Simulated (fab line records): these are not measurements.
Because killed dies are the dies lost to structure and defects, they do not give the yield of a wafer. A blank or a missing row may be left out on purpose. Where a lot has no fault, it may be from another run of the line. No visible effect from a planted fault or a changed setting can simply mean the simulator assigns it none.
A struck lot beside a sound one ; flow rit_cmos ; 27 out of 202 route steps
Sound: wafers L662.2, L662.4, L662.6. Wafers L668.1, L668.3, L668.5 were the ones struck. The cause comes at the end.
For every step that has rows: the tool of each side, followed by ch and its chambers, followed by its first start. Under that, the readings that differ: sound wafers ; struck wafers ; difference of the means ; sigmas: that difference in standard deviations of wafers without a fault.
alike: a reading whose means differ by less than 2 such deviations, as well as words and numbers matching on both sides. not compared: withheld readings; readings where some wafer has no value; bounds like >300 that might hide an equal value; numbers whose values overlap and for which the record gives no deviation.
A row with sigmas, a row that says differs or no value, or rows on one side alone: a step with any of these is where the two part. When numbers do not overlap yet have no deviation, they are printed without sigmas and do not part them. A reading that every wafer of one side lacks parts them only if that side has two wafers or more.

RIT_ACTIVE_BOW_MEAS_00:
  sound on film_metro-03, day 3 12:01; struck on film_metro-03, day 4 18:00
  alike: INCOMING_BOW
then, 1 step without rows for these wafers: RIT_ACTIVE_OXIDATION_01 (target thk 46.8 nm, ox time 3360 s).
RIT_ACTIVE_THK_MEAS_02:
  sound on film_metro-04, day 3 14:04; struck on film_metro-03, day 4 20:38
  alike: ACTIVE_OXIDE_THK
RIT_ACTIVE_CVD_03: deposits Si3N4 from SiH2Cl2/NH3, target thk 150 nm, time 1500 s.
  sound on lpcvd-01 ch 1, day 3 14:07; struck on lpcvd-02 ch 0, day 4 20:41
reading;sound;struck;difference;sigmas
spike_tc_load_C (C);834.8 835.2 833.6;829.0 829.9 827.8;-5.6;-2
model.Si3N4_of_ACTIVE_CVD_03.thk_nm (nm);151.2 150.7 149.6;116.1 116.8 116.3;-34.1;
  alike: spike_tc_source_C
RIT_ACTIVE_THK_MEAS_04:
  sound on film_metro-04, day 3 15:32; struck on film_metro-02, day 4 22:07
reading;sound;struck;difference;sigmas
ACTIVE_NITRIDE_THK (nm);151.2 150.7 149.5;116.2 116.8 116.4;-34.0;-26
then, 6 steps without rows for these wafers: RIT_ACTIVE_HMDS_05 (prime time 60 s); RIT_ACTIVE_COAT_06 (resist thk 1000 nm); RIT_ACTIVE_SOFTBAKE_07 (time 60 s); RIT_ACTIVE_EXPOSE_08 (exposes mask M1, target cd 1400 nm); RIT_ACTIVE_PEB_09; RIT_ACTIVE_DEVELOP_10 (develop time 50 s).
RIT_ACTIVE_CD_MEAS_11: target cd 1400 nm.
  sound on cd_sem-01, day 3 16:30; struck on cd_sem-01, day 4 23:01
  alike: cd_nm
then, 1 step without rows for these wafers: RIT_ACTIVE_HARDBAKE_12 (time 60 s).
RIT_ACTIVE_ETCH_13: etches Si3N4 in SF6, stops on SiO2, time 201.2 s, target depth 210 nm.
  sound on rie_diel-01 ch 2,3, day 3 16:49; struck on rie_diel-03 ch 0,2,3, day 4 23:17
reading;sound;struck;difference;sigmas
oes_product_au (a.u.);0.846 0.853 0.833;0.707 0.736 0.729;-0.120;-11
model.etch.depth_nm (nm);151.2 150.7 149.6;116.1 116.8 116.3;-34.1;
model.ACTIVE.feature_depth_nm (nm);151.2 150.7 149.6;116.1 116.8 116.3;-34.1;
  alike: drypump_motor_current_A, throttle_valve_pct
  not compared: rf_hours_counter_h
RIT_ACTIVE_STRIP_14: strips in O2, time 180 s.
  sound on plasma_asher-02 ch 1, day 3 16:57; struck on plasma_asher-04 ch 0,1, day 4 23:25
  alike: drypump_motor_current_A
  not compared: rf_hours_counter_h
RIT_ACTIVE_CD_MEAS_90: target cd 1400 nm.
  sound on cd_sem-01, day 3 17:09; struck on cd_sem-02, day 4 23:36
  alike: cd_nm
then, 4 steps without rows for these wafers: RIT_ACTIVE_CLEAN_15 (cleans in SC1, time 600 s); RIT_ACTIVE_CLEAN_16 (cleans in dHF, time 30 s); RIT_ACTIVE_CLEAN_17 (cleans in SC2, time 600 s); RIT_FOX1_OXIDATION_00 (target thk 350.7 nm, ox time 1130 s).
RIT_FOX1_THK_MEAS_01:
  sound on film_metro-02, day 3 19:03; struck on film_metro-01, day 5 02:35
  alike: FOX1_OXIDE_THK
then, 2 steps without rows for these wafers: RIT_FOX1_WET_ETCH_02 (etches SiO2 in BOE, target depth 350 nm, time 390 s); RIT_FOX2_OXIDATION_00 (target thk 350.7 nm, ox time 1130 s).
RIT_FOX2_THK_MEAS_01:
  sound on film_metro-01, day 3 20:32; struck on film_metro-04, day 5 04:58
  alike: FOX2_OXIDE_THK
RIT_FOX2_CLEAN_02: cleans in dHF, time 180 s.
  sound on wet_bench-03 ch 1, day 3 20:35; struck on wet_bench-03 ch 1, day 5 05:02
reading;sound;struck;difference;sigmas
model.Si3N4_of_ACTIVE_CVD_03.thk_nm (nm);131.9 131.4 130.3;96.91 97.56 97.12;-34.00;
then, 1 step without rows for these wafers: RIT_FOX2_WET_ETCH_03 (etches Si3N4 in H3PO4, target depth 195 nm, time 2700 s).
RIT_M1_PROBE_99:
  sound on prober-01, day 5 15:56; struck on prober-01, day 7 00:21
reading;sound;struck;difference;sigmas
model.etest.pldd.width_nm (nm);3167 3152 3166;3124 3132 3116;-38;
model.etest.nldd.width_nm (nm);3168 3154 3192;3121 3145 3116;-44;
model.etest.nplus_sal.width_nm (nm);3436 3446 3472;3399 3418 3422;-38;
model.etest.nmos_narrow.drive_ua_um;221.7 225.2 226.9;218.2 219.8 219.3;-5.5;
  alike: killed_at_front_end, killed_dies, killed_open, killed_short
  not compared: model.etest.pplus_sal.width_nm

WHERE THEY PART
Earliest at RIT_ACTIVE_CVD_03; latest, in this record, at RIT_ACTIVE_ETCH_13. Later steps at which nothing parts them and some readings are alike: RIT_ACTIVE_STRIP_14, RIT_ACTIVE_CD_MEAS_90, RIT_FOX1_THK_MEAS_01, RIT_FOX2_THK_MEAS_01, RIT_M1_PROBE_99.

WHY: what had been put in by the simulator
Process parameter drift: lpcvd-02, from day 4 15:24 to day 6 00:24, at RIT_ACTIVE_CVD_03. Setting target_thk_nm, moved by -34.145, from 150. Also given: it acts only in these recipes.
